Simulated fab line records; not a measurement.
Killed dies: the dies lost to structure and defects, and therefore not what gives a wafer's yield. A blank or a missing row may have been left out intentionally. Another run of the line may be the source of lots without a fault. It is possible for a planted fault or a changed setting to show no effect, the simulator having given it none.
Comparing a struck lot with a sound one | flow berkeley-cmos170 | 14 steps out of a route of 331
Sound: wafers L282.3, L282.5, L282.6. The struck wafers were L296.3, L296.4, L296.5. Last of all comes the cause.
At each step with rows: each side's tool, then ch and its chambers, then its first start. Under that, the readings that differ: sound wafers | struck wafers | difference of the means | sigmas: that difference in standard deviations of wafers without a fault.
alike: same words and numbers on both sides, and readings whose means sit less than 2 such deviations apart. not compared: any withheld reading, any reading some wafer has no value for, any bound like >300 that may hide the same value, and any number with overlapping values for which the record gives no deviation.
A row with sigmas, a row that says differs or no value, or rows on one side alone: a step with any of these is where the two part. When numbers do not overlap yet have no deviation, they are printed without sigmas and do not part them. Lack of a reading on every wafer of one side parts them only where that side has two or more wafers.

first, 3 steps without rows for these wafers: UCB170_NSD_EXPOSE_03 (exposes mask NSELECT MOD, target cd 1200 nm); UCB170_NSD_PEB_04; UCB170_NSD_DEVELOP_05 (develop time 45 s).
UCB170_NSD_CD_MEAS_06: the cd target is 1200 nm.
  sound: cd-sem-01 at day 6 21:53; struck: cd-sem-01 at day 9 20:49
  reading    | sound                | struck               | difference | sigmas
  cd-nm (nm) | 1200.8 1201.0 1202.9 | 1198.8 1199.9 1198.8 | -2.4       | -2
UCB170_NSD_OVL_MEAS_07:
  sound: overlay-01 at day 6 21:58; struck: overlay-01 at day 9 20:55
  alike: NSD_OVL
then, 1 step without rows for these wafers: UCB170_NSD_IMPLANT_08.
UCB170_NSD_STRIP_09: strips in O2.
  sound on plasma-asher-03 ch 0,1, day 6 22:11; struck on plasma-asher-02 ch 0,1, day 9 21:07
  reading                      | sound             | struck            | difference | sigmas
  strip-time-to-endpoint-s (s) | 35.80 35.72 35.76 | 35.90 35.90 35.85 | +0.12      | +2
  alike: chamber-pressure-mTorr, drypump-motor-current-A, oes-product-au
  not compared: rf-hours-counter-h
UCB170_NSD_TW_MEAS_10:
  sound: film-metro-03 at day 6 22:16; struck: film-metro-03 at day 9 21:12
  alike: NSD_TW
then, 4 steps without rows for these wafers: UCB170_NSD_CLEAN_11 (cleans in SPM, time 600 s); UCB170_BACKSIDE_HMDS_00 (prime time 60 s); UCB170_BACKSIDE_COAT_01 (resist thk 900 nm); UCB170_BACKSIDE_SOFTBAKE_02 (time 60 s).
UCB170_BACKSIDE_STRIP_03: strips in O2.
  sound on plasma-asher-03 ch 0,1, day 6 23:23; struck on plasma-asher-03 ch 0,1, day 9 21:55
  no value came back on the struck wafers for chamber-pressure-mTorr (mTorr), drypump-motor-current-A (A), oes-product-au (a.u.), strip-time-to-endpoint-s (s); on the sound wafers chamber-pressure-mTorr (mTorr) reads 3495 3499 3502
  reading                                   | sound | struck            | difference | sigmas
  model.KrF_of_BACKSIDE_COAT_01.thk-nm (nm) | 0 0 0 | 900.2 902.3 901.9 | +901.5     |
  not compared: rf-hours-counter-h
then, 1 step without rows for these wafers: UCB170_BACKSIDE_CLEAN_04 (cleans in SPM, time 600 s).

== WHERE THEY PART ==
First at UCB170_NSD_CD_MEAS_06; last, within this record, at UCB170_BACKSIDE_STRIP_03.

WHY: whatever the simulator had introduced
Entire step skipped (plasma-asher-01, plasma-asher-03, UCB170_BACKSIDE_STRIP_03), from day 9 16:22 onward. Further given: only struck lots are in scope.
